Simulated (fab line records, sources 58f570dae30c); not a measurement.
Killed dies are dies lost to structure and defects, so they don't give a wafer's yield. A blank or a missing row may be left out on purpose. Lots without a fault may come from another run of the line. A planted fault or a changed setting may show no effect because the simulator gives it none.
A struck lot beside a sound one | flow berkeley_cmos170 | 17 steps out of a route of 331
Sound: wafers L828.1, L828.4, L828.6. Struck: wafers L842.2, L842.5, L842.6. The cause comes at the end.
At each step with rows: each side's tool, then ch and its chambers, then its first start. Under that, the readings that differ: sound wafers | struck wafers | difference of the means | sigmas: that difference in standard deviations of wafers without a fault.
alike: readings whose means differ by less than 2 such deviations, and words and numbers that are the same on both sides. not compared: withheld readings, readings that some wafer has no value for, bounds like >300 that may hide the same value, and numbers for which the record gives no deviation and whose values overlap.
The two part at a step that has a row with sigmas, a row that says differs or no value, or rows on one side only. Numbers that don't overlap but have no deviation are shown without sigmas and don't part them. A reading that every wafer of one side lacks parts them only if that side has two wafers or more.

UCB170_PWELL_THK_MEAS_03:
  sound on film_metro-02, day 3 01:43; struck on film_metro-01, day 5 21:43
  alike: PWELL_OXIDE_THK
then, 2 steps without rows for these wafers: UCB170_PWELL_ANNEAL_04 (time 900 s); UCB170_PWELL_CVD_05 (deposits Si3N4 from SiH2Cl2/NH3, target thk 220 nm, time 3300 s).
UCB170_PWELL_THK_MEAS_06:
  sound on film_metro-02, day 3 10:25; struck on film_metro-04, day 6 02:34
  alike: PWELL_NITRIDE_THK
then, 6 steps without rows for these wafers: UCB170_PWELL_HMDS_07 (prime time 60 s); UCB170_PWELL_COAT_08 (resist thk 900 nm); UCB170_PWELL_SOFTBAKE_09 (time 60 s); UCB170_PWELL_EXPOSE_10 (exposes mask PWELL, target cd 3000 nm); UCB170_PWELL_PEB_11; UCB170_PWELL_DEVELOP_12 (develop time 45 s).
UCB170_PWELL_OVL_MEAS_13:
  sound on overlay-01, day 3 12:11; struck on overlay-01, day 6 03:49
  alike: PWELL_OVL
UCB170_PWELL_ETCH_14: etches Si3N4 in CH3F/Ar/O2, stops on SiO2, target depth 242 nm, time 151 s.
  sound on rie_diel-04 ch 1,2, day 3 12:13; struck on rie_diel-04 ch 1,2,3, day 6 03:51
  alike: CH3F_flow_sccm, drypump_motor_current_A, oes_product_au, throttle_valve_pct
  not compared: rf_hours_counter_h
UCB170_PWELL_IMPLANT_15:
  sound on implanter-03 ch 0, day 3 12:19; struck on implanter-04 ch 0, day 6 03:59
  reading            | sound                         | struck                      | difference | sigmas
  dose_ions_cm2      | 5.004e+12 5.009e+12 5.009e+12 | 2.7e+12 2.702e+12 2.702e+12 | -2.3e+12   | -99 or more
  faraday_current_uA | 15.8 16.0 16.3                | 8.4 8.7 8.5                 | -7.5       | -24
UCB170_PWELL_STRIP_16: strips in O2.
  sound on plasma_asher-03 ch 0,1, day 3 12:28; struck on plasma_asher-04 ch 0,1, day 6 04:06
  alike: drypump_motor_current_A, o2_flow_sccm, oes_product_au, strip_time_to_endpoint_s
  not compared: rf_hours_counter_h
UCB170_PWELL_TW_MEAS_17:
  sound on film_metro-02, day 3 12:34; struck on film_metro-01, day 6 04:13
  reading  | sound       | struck      | difference | sigmas
  PWELL_TW | 377 377 378 | 315 316 315 | -62        | -18
then, 1 step without rows for these wafers: UCB170_PWELL_CLEAN_18 (cleans in SPM, time 600 s).
-- the record jumps here: 5 days lie between the struck wafers' starts before and after (it left off in module PWELL and takes up again in module M3, whose first step shown is number 331 of the route) --
UCB170_M3_PROBE_99:
  the record has rows for the struck wafers here (prober-02, day 11 14:37) and none for the sound ones

WHERE THEY PART
First at UCB170_PWELL_IMPLANT_15; last, within this record, at UCB170_M3_PROBE_99.

WHY: what the simulator had put in
Process parameter drift: implanter-04, from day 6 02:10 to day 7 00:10, at UCB170_PWELL_IMPLANT_15. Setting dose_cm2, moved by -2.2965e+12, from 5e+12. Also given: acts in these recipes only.
